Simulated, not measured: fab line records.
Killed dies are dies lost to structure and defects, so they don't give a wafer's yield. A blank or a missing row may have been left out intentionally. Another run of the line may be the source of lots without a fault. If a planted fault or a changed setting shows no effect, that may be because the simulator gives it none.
The tool behind it: which one? | flow rit-cmos | at 1 step of a route of 202, 12 lots with 36 wafers sampled

== WHAT THE GAUGES READ, wafer by wafer ==
The record holds no reading of a measuring or inspecting step that can be judged against a usual standard deviation.

== WHICH TOOL RAN EACH LOT (tool, then ch and the chambers of the sampled wafers, then the start) ==
lot  | RIT_CONTACT_SOFTBAKE_04
L439 | litho-track-02 ch 0, day 3 04:35
L440 | litho-track-04 ch 0, day 3 07:19
L441 | litho-track-03 ch 0, day 3 14:27
L442 | litho-track-02 ch 0, day 3 18:38
L443 | litho-track-04 ch 0, day 4 00:56
L444 | litho-track-03 ch 0, day 4 04:31
L448 | litho-track-02 ch 0, day 5 00:40
L450 | litho-track-02 ch 0, day 5 09:25
L454 | litho-track-02 ch 0, day 6 05:28
L457 | litho-track-04 ch 0, day 6 21:28
L461 | litho-track-03 ch 0, day 7 18:58
L462 | litho-track-03 ch 0, day 8 03:25
- RIT_CONTACT_SOFTBAKE_04: time 60 s.

== AS READ BY THE TOOLS THEMSELVES (means over the sampled wafers that have a number; for cases with no such wafer, the mark the record gives instead) ==
RIT_CONTACT_SOFTBAKE_04. Usual: run-length-s reads 89.10 s (standard deviation 0.24).
lot  | tool           | run-length-s (s) | flag
L439 | litho-track-02 | 89.19            |
L440 | litho-track-04 | 88.65            |
L441 | litho-track-03 | 89.36            |
L442 | litho-track-02 | 89.18            |
L443 | litho-track-04 | 88.68            |
L444 | litho-track-03 | 89.25            |
L448 | litho-track-02 | 89.11            |
L450 | litho-track-02 | 92.91            | OFF
L454 | litho-track-02 | 92.88            | OFF
L457 | litho-track-04 | 88.63            |
L461 | litho-track-03 | 89.39            |
L462 | litho-track-03 | 89.17            |

== THE ANSWER, worked out from the rows above alone ==
Rule: a lot counts as off when the mean over its wafers that have a number is more than 3 standard deviations away from the usual mean. A lot without any number at a reading at which 4 lots or more have one is off too. Where the step has rows for the other lots, those lots are counted as sound. Order of review: gauges by route order, followed by the tools' own readings, for which a lot's mean as printed above is used. At the first step where some lot is off, the reading lying furthest off is the one used; lots without a number count as furthest.
Off: L450, L454 (RIT_CONTACT_SOFTBAKE_04, run-length-s).
A tool fits if, at that step or a process step before it, it ran every lot that is off, and no sound lot after the first of them. One candidate fits, namely litho-track-02 at RIT_CONTACT_SOFTBAKE_04. Its last sound lot is L448 (day 5 00:40), its first lot that is off L450 (day 5 09:25): a fault that began between those two fits.
On the lots that are off, the tool's own readings at RIT_CONTACT_SOFTBAKE_04 differ by more than 5 times the standard deviation of the sound lots' means, which bears it out; run-length-s reads 92.89 s there versus 89.06 s on the sound lots.

== WHAT HAD BEEN PUT IN BY THE SIMULATOR ==
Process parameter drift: litho-track-02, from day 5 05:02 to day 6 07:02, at RIT_CONTACT_SOFTBAKE_04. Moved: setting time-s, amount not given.
Lots struck among those shown: L450, L454. The rule above found the same.
